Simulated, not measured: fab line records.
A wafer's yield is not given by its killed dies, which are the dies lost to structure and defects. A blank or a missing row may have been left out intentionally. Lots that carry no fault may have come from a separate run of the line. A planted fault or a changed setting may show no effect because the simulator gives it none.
A lot that was struck, set against a sound lot || flow berkeley_cmos170 || 16 steps out of a route of 331
Sound: these wafers, L126.1, L126.4, L126.6. The struck wafers were L114.2, L114.4, L114.6. The cause is given at the end.
At each step with rows: each side's tool, then ch and its chambers, then its first start. Under that, the readings that differ: sound wafers || struck wafers || difference of the means || sigmas: that difference in standard deviations of wafers without a fault.
alike: readings whose means differ by less than 2 such deviations, and words and numbers that are the same on both sides. not compared: withheld readings, readings that some wafer has no value for, bounds like >300 that may hide the same value, and numbers for which the record gives no deviation and whose values overlap.
A row with sigmas, a row that says differs or no value, or rows on one side alone: a step with any of these is where the two part. Numbers that have no deviation but don't overlap get no sigmas and don't part them. Lack of a reading on every wafer of one side parts them only where that side has two or more wafers.

first, 3 steps without rows for these wafers: UCB170_BACKSIDE_HMDS_00 (prime time 60 s); UCB170_BACKSIDE_COAT_01 (resist thk 900 nm); UCB170_BACKSIDE_SOFTBAKE_02 (time 60 s).
UCB170_BACKSIDE_STRIP_03: strips in O2.
  sound on plasma_asher-02 ch 0,1, day 10 13:07; struck on plasma_asher-04 ch 0,1, day 8 22:19
{"reading": "drypump_motor_current_A (A)", "sound": "5.9 5.1 5.1", "struck": "6.0 6.3 6.3", "difference": "+0.8", "sigmas": "+3"}
  alike: oes_product_au, strip_time_to_endpoint_s
  not compared: rf_hours_counter_h
then, 1 step without rows for these wafers: UCB170_BACKSIDE_CLEAN_04 (cleans in SPM, time 600 s).
UCB170_SDANNEAL_RTA_00: time 10 s.
  sound on rtp_anneal-02 ch 0, day 10 13:23; struck on rtp_anneal-01 ch 0, day 8 22:37
{"reading": "lamp_power_pct (%)", "sound": "22.6 22.6 22.6", "struck": "24.4 24.4 24.3", "difference": "+1.8", "sigmas": "+2"}
  alike: chamber_o2_ppm, wafer_temp_C_max
UCB170_SDANNEAL_RTA_01: time 5 s.
  sound on rtp_anneal-02 ch 0, day 10 13:27; struck on rtp_anneal-01 ch 0, day 8 22:40
{"reading": "lamp_power_pct (%)", "sound": "34.9 34.9 34.9", "struck": "37.6 37.6 37.6", "difference": "+2.7", "sigmas": "+2"}
  alike: chamber_o2_ppm, wafer_temp_C_max
UCB170_SDANNEAL_RS_MEAS_02: measurement is done with a four-point probe.
  sound on film_metro-01 at day 10 13:31; struck on film_metro-03 at day 8 22:50
{"reading": "PSD_RS (ohm/sq)", "sound": "75.0 74.9 75.1", "struck": "75.6 75.7 75.9", "difference": "+0.7", "sigmas": "+2"}
UCB170_SDANNEAL_RS_MEAS_03: measurement is done with a four-point probe.
  sound on film_metro-01 at day 10 13:38; struck on film_metro-03 at day 8 22:57
  alike: NSD_RS
UCB170_SDANNEAL_RS_MEAS_04: measurement is done with a four-point probe.
  sound on film_metro-01 at day 10 13:45; struck on film_metro-03 at day 8 23:04
  alike: PLDD_RS
UCB170_SDANNEAL_RS_MEAS_05: measurement is done with a four-point probe.
  sound on film_metro-01 at day 10 13:52; struck on film_metro-03 at day 8 23:11
{"reading": "NLDD_RS (ohm/sq)", "sound": "617.7 618.2 619.0", "struck": "614.8 615.5 613.5", "difference": -3.7, "sigmas": -2}
then, 1 step without rows for these wafers: UCB170_SILICIDE_PRE_CLEAN_00 (preclean etch time 60 s).
UCB170_SILICIDE_SPUTTER_01: material Ti, target thk 30 nm, time 25 s.
  sound on pvd_sputter-04 at day 10 14:03; struck on pvd_sputter-03 at day 8 23:22
  no value came back on the struck wafers for cathode_dc_power_W (W), chamber_pressure_pa (Pa), throttle_valve_pct (%); on the sound wafers cathode_dc_power_W (W) reads 1500.0 1499.9 1499.6
UCB170_SILICIDE_RS_MEAS_02: measurement is done with a four-point probe.
  sound on film_metro-02 at day 10 14:05; struck on film_metro-02 at day 8 23:25
{"reading": "SILICIDE_TI_RS (ohm/sq)", "sound": "25.6 25.6 26.0", "struck": "- - -", "difference": "no value on the struck wafers", "sigmas": ""}
UCB170_SILICIDE_THK_MEAS_03: measures by xrf.
  sound on film_metro-02 at day 10 14:12; struck on film_metro-02 at day 8 23:31
{"reading": "SILICIDE_TI_THK (nm)", "sound": "30.4 30.6 30.1", "struck": "<0.0 <0.0 <0.0", "difference": "differs", "sigmas": ""}
UCB170_SILICIDE_RTA_04: time 15 s.
  sound on rtp_anneal-01 ch 0, day 10 14:16; struck on rtp_anneal-01 ch 0, day 8 23:35
  alike: chamber_o2_ppm, lamp_power_pct, wafer_temp_C_max

## WHERE THEY PART
At UCB170_BACKSIDE_STRIP_03 first; at UCB170_SILICIDE_THK_MEAS_03 last (within this record only). Later steps at which nothing parts them and some readings are alike: UCB170_SILICIDE_RTA_04.

WHY: the cause the simulator had injected
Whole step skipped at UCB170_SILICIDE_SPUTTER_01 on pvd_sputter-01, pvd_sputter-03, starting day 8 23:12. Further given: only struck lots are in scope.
